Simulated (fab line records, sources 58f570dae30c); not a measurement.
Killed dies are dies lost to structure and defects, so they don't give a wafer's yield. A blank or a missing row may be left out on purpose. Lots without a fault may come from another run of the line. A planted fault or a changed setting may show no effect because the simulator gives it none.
One fault seen from 2 desks | flow berkeley_cmos170 | each desk has only its own numbers; what lay behind them comes last

THE TOOL OWNER'S DESK: rie_metal-03
The tool's own readings at UCB170_M1_METAL_ETCH_12 (etches Al in Cl2/BCl3, stops on PSG, target depth 780 nm, time 130 s): means of the sampled wafers that have a number, for each lot that ran on this tool. A lot is out of limits, marked OUT, if its mean lies more than 4 standard deviations from the usual mean; the brackets give that distance.
Columns: A = drypump_motor_current_A at UCB170_M1_METAL_ETCH_12, usual 5.8 A; B = he_backside_leak_sccm at UCB170_M1_METAL_ETCH_12, usual 3.50 sccm; C = oes_product_au at UCB170_M1_METAL_ETCH_12, usual 0.859 a.u.; D = rf_fwd_power_W at UCB170_M1_METAL_ETCH_12, usual 597.2 W; E = throttle_valve_pct at UCB170_M1_METAL_ETCH_12, usual 24.19 %
lot  | first seen here | A   | B    | C     | D               | E
L529 | day 7 00:34     | 6.1 | 3.60 | 0.862 | 596.2           | 24.08
L530 | day 7 04:29     | 6.1 | 3.40 | 0.871 | 597.8           | 24.10
L533 | day 7 16:39     | 6.1 | 3.43 | 0.869 | 597.2           | 24.09
L538 | day 8 23:45     | 6.1 | 3.65 | 0.873 | 598.6           | 24.09
L542 | day 10 02:02    | 6.1 | 3.64 | 0.842 | 518.3 (-44) OUT | 24.10
This desk's finding: out of limits on L542; first on L542, day 10 02:02 (rf_fwd_power_W at UCB170_M1_METAL_ETCH_12). In limits: L529, L530, L533, L538.

THE METROLOGY DESK
What the gauges read, lot by lot, whatever tool the lot ran on: means of the sampled wafers that have a number. A lot is out of limits, marked OUT, if its mean lies more than 4 standard deviations from the usual mean; the brackets give that distance.
Columns: A = cd_nm at UCB170_M1_CD_MEAS_90, usual 700.7 nm
lot  | first seen here | A
L529 | day 7 00:47     | 702.9
L528 | day 7 01:56     | 701.2
L530 | day 7 04:43     | 700.6
L531 | day 7 05:38     | 700.8
L533 | day 7 16:55     | 701.0
L538 | day 8 23:59     | 698.7
L542 | day 10 02:17    | 704.7
L544 | day 10 02:25    | 700.1
L545 | day 10 05:42    | 702.5
L547 | day 11 02:56    | 703.9
L549 | day 11 08:52    | 701.1
L551 | day 12 02:34    | 702.3
This desk's finding: nothing out of limits on any of the 12 lots.

PUT TOGETHER
The tool owner's desk could have raised an alarm at day 10 02:02, on L542.
The metrology desk saw nothing out of limits.
The metrology desk has L542 on record, within its limits.
Of the lots named, all ran UCB170_M1_METAL_ETCH_12 on rie_metal-03.

WHAT THE SIMULATOR HAD PUT IN
Process parameter drift: rie_metal-03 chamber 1, from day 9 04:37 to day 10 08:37, at UCB170_M1_METAL_ETCH_12. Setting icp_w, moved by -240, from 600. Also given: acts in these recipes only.
Lots struck among those shown: L542.
Hours from the fault's start to each desk's first reading out of limits: the tool owner's desk, 21.
